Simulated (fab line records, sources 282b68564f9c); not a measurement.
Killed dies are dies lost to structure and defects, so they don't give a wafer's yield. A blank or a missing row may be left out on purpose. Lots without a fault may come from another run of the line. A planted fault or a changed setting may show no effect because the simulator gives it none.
fab line records | flow rit_cmos
record lots=14 wafers=42 last_day=7
route steps=202 shown GATE@91
lots that met no fault: from a run of the same line without faults
start_h: hours from the record's first day to the start of the lot's first wafer shown | wait_h: hours since the lot's step before | " the same as in the row above | L1.1+2: a row that stands for several wafers | - no value, or no start given | * or withheld: withheld | < > ~ a bound
route shown NAME@n: a module of which the file shows steps, and the number in the route of the first | usual: mean/standard deviation of fault-free wafers | same: alike in all rows | chamber/n: place in a boat | sites: the reading at each site | _std_site: their standard deviation | _edge_site: outer sites' mean less inner sites' | radius_mm: how far each site lies from the wafer's centre | mask NAME#n: copy n | behind: the tool/chamber that last shaped the wafer | hold: why the lot was held/for how many hours/how that ended | device: the transistor (n, p or np) that didn't switch | end of line: the same wafers' tests at the end of the route | a step without rows: its recipe alone | killed: dies lost to structure and defects at the first sort, not the wafer's yield | map: a wafer's dies, x killed, . not, _ none there
set.NAME: the setting as run; set.NAME@STEP: as run at that earlier step | model.NAME: the simulator's own value behind a step, which no gauge read
steps of the route over a sample of lots; a table a step, a row a wafer
## steps
# step RIT_GATE_DEVELOP_15
# recipe resist=NOVOLAK develop_time_s=50 dev_temp_c=23
# usual chill_plate_temp_C=23.03/0.12 develop_time_s=50/0
# columns lot.wafer tool chamber start_h wait_h chill_plate_temp_C develop_time_s
L166.1 litho_track-01 0 36 - 23.20 50
L166.2 " 0 " " 23.15 50
L166.5 " 0 " " 23.09 50
L168.1 litho_track-01 0 45 - 23.05 50
L168.4 " 0 " " 23.17 50
L168.6 " 0 " " 22.97 50
L169.1 litho_track-01 0 51 - 23.05 50
L169.4 " 0 " " 23.16 50
L169.5 " 0 " " 22.91 50
L171.2 litho_track-02 0 64 - 23.32 50
L171.4 " 0 " " 23.23 50
L171.5 " 0 " " 23.26 50
L172.2 litho_track-01 0 67 - 23.02 50
L172.3 " 0 " " 23.06 50
L172.6 " 0 " " 23.06 50
L174.2 litho_track-01 0 79 - 23.23 50
L174.4 " 0 " " 23.06 50
L174.5 " 0 80 - 23.19 50
L175.2 litho_track-01 - 82 - - -
L175.4 " - " " - -
L175.5 " - 83 - - -
L176.1 litho_track-03 - 86 - - -
L176.4 " - " " - -
L176.6 " - " " - -
L178.1 litho_track-01 0 96 - 23.16 50
L178.4 " 0 " " 23.00 50
L178.5 " 0 " " 23.07 50
L182.1 litho_track-01 0 117 - 23.21 50
L182.2 " 0 " " 22.99 50
L182.3 " 0 " " 23.14 50
L185.4 litho_track-03 0 131 - 22.88 50
L185.5 " 0 " " 23.13 50
L185.6 " 0 " " 23.11 50
L186.3 litho_track-02 0 136 - 22.98 50
L186.4 " 0 137 - 23.08 50
L186.5 " 0 " " 23.12 50
L187.1 litho_track-01 0 140 - 23.15 50
L187.2 " 0 " " 23.03 50
L187.5 " 0 141 - 22.91 50
L189.3 litho_track-01 0 152 - 23.06 50
L189.4 " 0 " " 22.97 50
L189.5 " 0 " " 22.92 50
## key
first_sign step=RIT_GATE_DEVELOP_15 reading=tool_record direction=missing
effect none on later readings
met_at RIT_GATE_DEVELOP_15
struck_lots L175,L176
later_rows_left_out L175.2,L175.4,L175.5,L176.1,L176.4,L176.6
sort_left_out L175.2,L175.4,L175.5,L176.1,L176.4,L176.6
tester_left_out L175,L176
onset_between 79 82
fault kind=skipped_step_whole tool=litho_track-01,litho_track-03 chamber=- onset_h=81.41 steps=RIT_GATE_DEVELOP_15 scope=struck_lots_only
# tester_left_out: of these lots the tester's yield and bins aren't shown, on N5 and GAA mostly nor the transistor test; their killed dies are dies lost to structure and defects alone, not to doping, threshold or leakage, so they don't give the yield
# sort_left_out: the simulated sort isn't trusted on such a fault, so these wafers' sort isn't shown, and their yield isn't known
# later_rows_left_out: the simulator's readings of these wafers behind a module that went badly wrong aren't trusted and aren't shown, but for the sort
